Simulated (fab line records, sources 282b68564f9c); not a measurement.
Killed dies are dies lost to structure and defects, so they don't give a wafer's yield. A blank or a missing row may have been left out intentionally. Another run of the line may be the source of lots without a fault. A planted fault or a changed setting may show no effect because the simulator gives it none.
Which tool did it?    flow rit_cmos    14 lots with 42 wafers sampled at 2 steps, on a route of 202 steps

## WHAT THE GAUGES SHOWED, per wafer
Not one reading of a measure or inspect step in the record can be checked against a usual standard deviation.

## TOOL THAT RAN EACH LOT (tool first, then ch and the chambers of the sampled wafers, then the start)
lot   RIT_M1_DEVELOP_08                 RIT_M1_PROBE_99
L974  litho_track-04 ch 0, day 3 07:00  prober-02, day 3 09:59
L976  litho_track-02 ch 0, day 3 17:00  prober-02, day 3 21:22
L977  litho_track-04 ch 0, day 3 21:00  prober-01, day 4 00:02
L978  litho_track-02 ch 0, day 4 03:00  prober-02, day 4 06:31
L982  litho_track-04 ch 0, day 4 23:00  prober-02, day 5 02:06
L984  litho_track-04 ch 0, day 5 10:00  prober-02, day 5 14:07
L989  litho_track-01 ch 0, day 6 13:00  prober-01, day 6 16:20
L990  litho_track-02 ch 0, day 6 15:00  prober-02, day 6 18:25
L991  litho_track-01 ch 0, day 6 21:00  prober-01, day 7 00:17
L992  litho_track-02 ch 0, day 7 06:00  prober-02, day 7 09:04
L994  litho_track-02 ch 0, day 7 10:00  prober-02, day 7 13:38
L995  litho_track-01 ch 0, day 7 15:00  prober-01, day 7 18:47
L996  litho_track-01 ch 0, day 7 19:00  prober-02, day 7 23:08
L997  litho_track-04 ch 0, day 8 02:00  prober-01, day 8 04:52
- RIT_M1_DEVELOP_08: develop time 68.94 s.
- RIT_M1_PROBE_99

## AS READ BY THE TOOLS THEMSELVES (means over the sampled wafers that have a number; for cases with no such wafer, the mark the record gives instead)
RIT_M1_DEVELOP_08.
lot   tool            developer_temp_C (C)  exhaust_pa (Pa)
L974  litho_track-04  23.05                 44.9
L976  litho_track-02  22.92                 45.6
L977  litho_track-04  22.93                 45.1
L978  litho_track-02  22.97                 44.9
L982  litho_track-04  22.14                 43.9
L984  litho_track-04  22.22                 44.4
L989  litho_track-01  23.18                 45.4
L990  litho_track-02  22.93                 45.3
L991  litho_track-01  22.97                 44.8
L992  litho_track-02  22.94                 45.4
L994  litho_track-02  22.87                 44.3
L995  litho_track-01  23.14                 45.1
L996  litho_track-01  23.03                 44.8
L997  litho_track-04  22.97                 45.4

RIT_M1_PROBE_99.
lot   tool       defect_limited_yield (%)  killed_at_contacts  killed_at_front_end  killed_dies  killed_on_rim  killed_open  killed_short  sort_bin_3_pad_short (%)  sort_bin_5_function (%)  sort_bin_6_memory (%)  sort_n_pass  sort_yield_pct (%)
L974  prober-02  97.0                      0.0                 8                    8            3.3            4.3          3.7           0.0                       1.8                      1.3                    256          97.0
L976  prober-02  97.8                      0.0                 6                    6            2.0            3.3          2.3           0.0                       1.7                      0.5                    258          97.8
L977  prober-01  97.1                      0.0                 8                    8            1.3            5.0          2.7           0.3                       1.8                      0.9                    256          97.1
L978  prober-02  97.1                      0.0                 8                    8            2.3            4.3          3.3           0.3                       1.6                      1.0                    256          97.1
L982  prober-02  98.5                      0.0                 4                    4            0.7            4.0          0.0           0.0                       0.9                      0.7                    260          98.5
L984  prober-02  97.2                      0.0                 7                    7            1.7            4.0          3.3           0.1                       1.1                      1.5                    257          97.2
L989  prober-01  97.3                      0.0                 7                    7            2.0            4.7          2.3           0.1                       1.2                      1.3                    257          97.3
L990  prober-02  98.2                      0.0                 5                    5            1.0            2.7          2.0           0.1                       1.0                      0.7                    259          98.2
L991  prober-01  98.0                      0.0                 5                    5            0.3            2.0          3.3           0.3                       1.3                      0.5                    259          98.0
L992  prober-02  97.0                      0.0                 8                    8            1.3            3.3          4.7           0.3                       1.9                      0.9                    256          97.0
L994  prober-02  97.2                      0.0                 7                    7            1.3            3.3          4.0           0.0                       2.0                      0.7                    257          97.2
L995  prober-01  98.1                      0.0                 5                    5            1.0            2.7          2.3           0.3                       1.3                      0.4                    259          98.1
L996  prober-02  98.0                      0.3                 5                    5            0.3            3.0          2.3           0.0                       1.3                      0.7                    259          98.0
L997  prober-01  96.0                      0.0                 11                   11           3.0            5.7          5.0           0.4                       1.9                      1.8                    253          96.0

## THE ANSWER, worked out from the rows above alone
Rule: usual is defined by the lots themselves. Put in order of their means at a reading, lots are off if they are a third of the lots or fewer, leave a main group of 4 or more, and stand apart from it by a gap of 3 or more times the standard deviation of the main group's means; of several such gaps the widest counts. Not used: any main group whose means are identical at the precision the tables above print for the reading. A lot without any number at a reading at which 4 lots or more have one is off too. The other lots that the step has rows for count as sound. The gauges are gone through in route order, then the tools' own readings, and for those a lot's mean is taken as printed above. At the first step where some lot is off, the reading lying furthest off is the one used; lots without a number count as furthest.
Off, at RIT_M1_DEVELOP_08 on developer_temp_C: L982, L984. The main group: mean 22.99 C, standard deviation 0.088.
If a tool, at that step or one of the process steps before it, ran each lot that is off and ran no sound lot following the first of them, it fits. No candidate that was tried fits.

## WHAT THE SIMULATOR PUT IN
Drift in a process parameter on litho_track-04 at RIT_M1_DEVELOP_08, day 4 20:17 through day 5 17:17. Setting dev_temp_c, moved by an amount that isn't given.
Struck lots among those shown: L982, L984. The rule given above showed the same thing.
